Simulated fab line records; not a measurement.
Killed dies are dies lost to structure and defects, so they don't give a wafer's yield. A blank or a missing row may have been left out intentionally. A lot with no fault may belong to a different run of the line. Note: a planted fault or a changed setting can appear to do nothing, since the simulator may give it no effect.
A lot that was struck, set against a sound lot -- flow ritCmos -- 20 steps out of a route of 202
Sound: wafers L507.2, L507.4, L507.5. Wafers L526.2, L526.4, L526.5 were the ones struck. The cause comes at the end.
For every step that has rows: the tool of each side, followed by ch and its chambers, followed by its first start. Under that, the readings that differ: sound wafers -- struck wafers -- difference of the means -- sigmas: that difference in standard deviations of wafers without a fault.
alike: words and numbers the same on both sides, and readings whose means are apart by under 2 such deviations; not compared: readings that were withheld, readings missing a value for some wafer, numbers with overlapping values and no deviation given by the record, and bounds like >300 which may hide the same value.
The two part at a step that has a row with sigmas, a row that says differs or no value, or rows on one side only. When numbers do not overlap yet have no deviation, they are printed without sigmas and do not part them. Lack of a reading on every wafer of one side parts them only where that side has two or more wafers.

first, 2 steps without rows for these wafers: RIT_NWELL_HARDBAKE_07 (time 120 s); RIT_NWELL_IMPLANT_08.
RIT_NWELL_STRIP_09: strips in O2, time 180 s.
  sound on plasmaAsher-04 ch 0,1, day 1 21:09; struck on plasmaAsher-01 ch 0,1, day 5 21:35
  alike: drypumpMotorCurrentA
  not compared: rfHoursCounterH
RIT_NWELL_TW_MEAS_10:
  sound: filmMetro-01 at day 1 21:20; struck: filmMetro-03 at day 5 21:46
  alike: NWELL_TW
then, 6 steps without rows for these wafers: RIT_PWELL_HMDS_00 (prime time 60 s); RIT_PWELL_COAT_01 (resist thk 1300 nm); RIT_PWELL_SOFTBAKE_02 (time 60 s); RIT_PWELL_EXPOSE_03 (exposes mask M3, target cd 43700 nm); RIT_PWELL_PEB_04; RIT_PWELL_DEVELOP_05 (develop time 68 s).
RIT_PWELL_OVL_MEAS_06:
  sound: overlay-02 at day 1 22:24; struck: overlay-02 at day 5 22:56
  alike: PWELL_OVL
then, 1 step without rows for these wafers: RIT_PWELL_HARDBAKE_07 (time 120 s).
RIT_PWELL_IMPLANT_08:
  sound on implanter-01 ch 0, day 1 22:42; struck on implanter-03 ch 0, day 5 23:14
reading,sound,struck,difference,sigmas
doseIonsCm2,7.003e+13 7.003e+13 7.002e+13,1.2181e+14 1.2166e+14 1.218e+14,+5.1730e+13,+99 or more
faradayCurrentUA,222 223 219,377 374 405,+164,+42
RIT_PWELL_STRIP_09: strips in O2, time 180 s.
  sound on plasmaAsher-04 ch 0,1, day 1 22:50; struck on plasmaAsher-03 ch 0,1, day 5 23:22
  alike: drypumpMotorCurrentA
  not compared: rfHoursCounterH
RIT_PWELL_TW_MEAS_10:
  sound: filmMetro-04 at day 1 23:01; struck: filmMetro-01 at day 5 23:33
reading,sound,struck,difference,sigmas
PWELL_TW,954 950 948,1125 1129 1122,+175,+27
then, 1 step without rows for these wafers: RIT_WELLDRIVE_ANNEAL_00 (time 14700 s).
RIT_WELLDRIVE_RS_MEAS_01: measures by four-point-probe.
  sound: filmMetro-04 at day 2 04:33; struck: filmMetro-01 at day 6 05:22
reading,sound,struck,difference,sigmas
NWELL_RS (ohm/sq),274.0 274.7 273.7,275.9 275.7 276.3,+1.8,+2
RIT_WELLDRIVE_RS_MEAS_02: measures by four-point-probe.
  sound: filmMetro-04 at day 2 04:40; struck: filmMetro-01 at day 6 05:29
reading,sound,struck,difference,sigmas
PWELL_RS (ohm/sq),429.8 430.3 430.6,306.5 307.7 306.8,-123.2,-95
then, 1 step without rows for these wafers: RIT_NRETRO_HMDS_00 (prime time 60 s).
RIT_M1_PROBE_99:
  sound: prober-01 at day 3 17:21; struck: prober-02 at day 7 14:13
reading,sound,struck,difference,sigmas
model.etest.nmos_0p3.rOnOhmUm,2124 2144 2130,2736 2763 2762,+621,
model.etest.nmos_0p15.rOnOhmUm,1100 1106 1106,1356 1318 1342,+235,
model.etest.pwellPinched.rsOhmSq,456.6 453.6 463.7,319.4 321.6 324.4,-136.2,
model.etest.nmosTurned.driveUaUm,328.4 324.8 335.1,195.7 201.4 204.3,-129.0,
model.etest.nmos_0p15.driveUaUm,489.8 475.5 497.8,338.9 349.7 341.2,-144.4,
model.etest.pwell.rsOhmSq,411.3 410 415.1,293.3 291.8 295.3,-118.7,
model.etest.nmosNarrow.driveUaUm,232.8 229.4 235.4,145.5 142.1 141.4,-89.5,
model.etest.nmos_0p3.driveUaUm,232.7 228.9 236.1,146.4 145 144.2,-87.4,
  alike: killedAtContacts, killedAtFrontEnd, killedDies, killedOpen, killedShort

== WHERE THEY PART ==
At RIT_PWELL_IMPLANT_08 first; at RIT_WELLDRIVE_RS_MEAS_02 last (within this record only). Later steps at which nothing parts them and some readings are alike: RIT_M1_PROBE_99.

WHY: what had been put in by the simulator
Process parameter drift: implanter-03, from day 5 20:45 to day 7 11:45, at RIT_PWELL_IMPLANT_08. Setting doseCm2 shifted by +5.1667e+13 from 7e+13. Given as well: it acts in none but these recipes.
